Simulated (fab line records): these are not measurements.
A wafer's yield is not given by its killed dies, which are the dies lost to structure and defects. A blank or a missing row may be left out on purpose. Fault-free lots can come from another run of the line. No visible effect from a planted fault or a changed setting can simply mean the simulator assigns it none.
Which of the tools did it? ; flow rit-cmos ; 14 lots with 42 wafers sampled at 3 steps, on a route of 202 steps

WHAT EACH GAUGE READ, for each wafer
RIT_CONTACT_OVL_MEAS_09.
lot;measured;on;CONTACT_OVL (nm)
L973;day 4 02:10;overlay-02;0.3 -1.2 0.5
L974;day 4 08:14;overlay-01;0.8 1.0 -1.7
L976;day 4 16:02;overlay-02;0.6 -0.9 -1.7
L977;day 4 21:10;overlay-02;-1.0 -0.7 -1.7
L978;day 5 04:31;overlay-01;2.7 -0.8 -1.1
L979;day 5 09:38;overlay-02;-1.6 -2.4 -2.7
L980;day 5 16:14;overlay-02;-2.1 -0.9 -2.5
L981;day 5 18:39;overlay-01;-0.2 -0.3 1.1
L982;day 5 21:14;overlay-02;0.7 -1.3 0.9
L983;day 6 03:53;overlay-02;-3.7 -2.5 -2.4
L985;day 6 18:34;overlay-01;-1.0 -1.0 -0.6
L986;day 7 02:52;overlay-01;-1.8 -1.1 -0.9
L991;day 8 08:29;overlay-02;-0.2 0.6 -1.4
L993;day 8 21:28;overlay-01;-0.3 -0.8 0.7

EACH LOT AND THE TOOL THAT RAN IT (in order: tool; ch and the chambers of the sampled wafers; start)
lot;RIT_PWELL_COAT_01;RIT_PSD_STRIP_09
L973;litho-track-03 ch 0, day 2 14:12;plasma-asher-04 ch 0,1, day 3 23:13
L974;litho-track-01 ch 0, day 2 18:01;plasma-asher-04 ch 0,1, day 4 05:22
L976;litho-track-03 ch 0, day 3 05:10;plasma-asher-03 ch 0,1, day 4 13:04
L977;litho-track-04 ch 0, day 3 09:59;plasma-asher-03 ch 0,1, day 4 18:11
L978;litho-track-03 ch 0, day 3 19:17;plasma-asher-04 ch 0,1, day 5 01:32
L979;litho-track-03 ch 0, day 3 22:12;plasma-asher-04 ch 0,1, day 5 06:44
L980;litho-track-03 ch 0, day 4 02:49;plasma-asher-04 ch 1, day 5 13:14
L981;litho-track-04 ch 0, day 4 06:31;plasma-asher-04 ch 0,1, day 5 15:50
L982;litho-track-03 ch 0, day 4 11:55;plasma-asher-04 ch 0,1, day 5 18:13
L983;litho-track-03 ch 0, day 4 16:11;plasma-asher-04 ch 0,1, day 6 00:50
L985;litho-track-01 ch 0, day 5 05:57;plasma-asher-03 ch 0,1, day 6 15:34
L986;litho-track-04 ch 0, day 5 08:37;plasma-asher-03 ch 0,1, day 6 23:57
L991;litho-track-01 ch 0, day 6 14:58;plasma-asher-03 ch 0,1, day 8 05:37
L993;litho-track-01 ch 0, day 7 05:11;plasma-asher-04 ch 0,1, day 8 18:28
- RIT_PWELL_COAT_01: resist thk 1300 nm.
- RIT_PSD_STRIP_09: strips in O2, time 180 s.

WHAT THE TOOLS THEMSELVES READ (means of the sampled wafers that have a number; where no wafer has one, the mark that the record gives instead)
RIT_PWELL_COAT_01.
lot;tool;spin-speed-rpm (rpm)
L973;litho-track-03;2000.3
L974;litho-track-01;2001.4
L976;litho-track-03;1999.1
L977;litho-track-04;2000.1
L978;litho-track-03;1999.4
L979;litho-track-03;2001.6
L980;litho-track-03;2001.2
L981;litho-track-04;1999.3
L982;litho-track-03;1999.2
L983;litho-track-03;1998.3
L985;litho-track-01;2000.1
L986;litho-track-04;2000.0
L991;litho-track-01;1378.7
L993;litho-track-01;1379.5

RIT_PSD_STRIP_09.
lot;tool;drypump-motor-current-A (A)
L973;plasma-asher-04;5.6
L974;plasma-asher-04;5.9
L976;plasma-asher-03;5.8
L977;plasma-asher-03;5.9
L978;plasma-asher-04;5.9
L979;plasma-asher-04;5.9
L980;plasma-asher-04;6.1
L981;plasma-asher-04;5.9
L982;plasma-asher-04;5.6
L983;plasma-asher-04;5.9
L985;plasma-asher-03;5.9
L986;plasma-asher-03;5.9
L991;plasma-asher-03;5.9
L993;plasma-asher-04;5.9

THE ANSWER, worked out from the rows above alone
Rule: what is usual is taken from the lots themselves. The widest of any qualifying gaps counts: lots, ordered by their means at a reading, are off when they make up no more than a third of the lots, leave a main group of 4 or more, and stand apart from it by 3 or more times the standard deviation of that group's means. A main group whose means are all the same, to the digits that the tables above print for the reading, isn't used. A lot without any number at a reading at which 4 lots or more have one is off too. The other lots that the step has rows for count as sound. Order of review: gauges by route order, followed by the tools' own readings, for which a lot's mean as printed above is used. The first step at which some lot is off is used, and at that step the reading that is off furthest; a lot without a number counts as furthest.
Off at RIT_PWELL_COAT_01 (spin-speed-rpm): L991, L993. The main group has a mean of 2000.0 rpm with a standard deviation of 0.97.
A tool fits if, at that step or a process step before it, it ran every lot that is off, and no sound lot after the first of them. One candidate fits, namely litho-track-01 at RIT_PWELL_COAT_01. A fault onset in the window from L985 (day 5 05:57, its last sound lot) to L991 (day 6 14:58, its first lot off) fits.
The tool's own readings at RIT_PWELL_COAT_01 bear it out: on the lots that are off they differ by more than 5 times the standard deviation of the sound lots' means. spin-speed-rpm reads 1379.1 rpm there against 2000.0 rpm on the sound lots.

WHAT HAD BEEN PUT IN BY THE SIMULATOR
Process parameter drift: litho-track-01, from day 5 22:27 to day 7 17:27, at RIT_PWELL_COAT_01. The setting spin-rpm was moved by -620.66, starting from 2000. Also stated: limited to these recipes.
Struck lots among those shown: L991, L993. The same result came from the rule above.
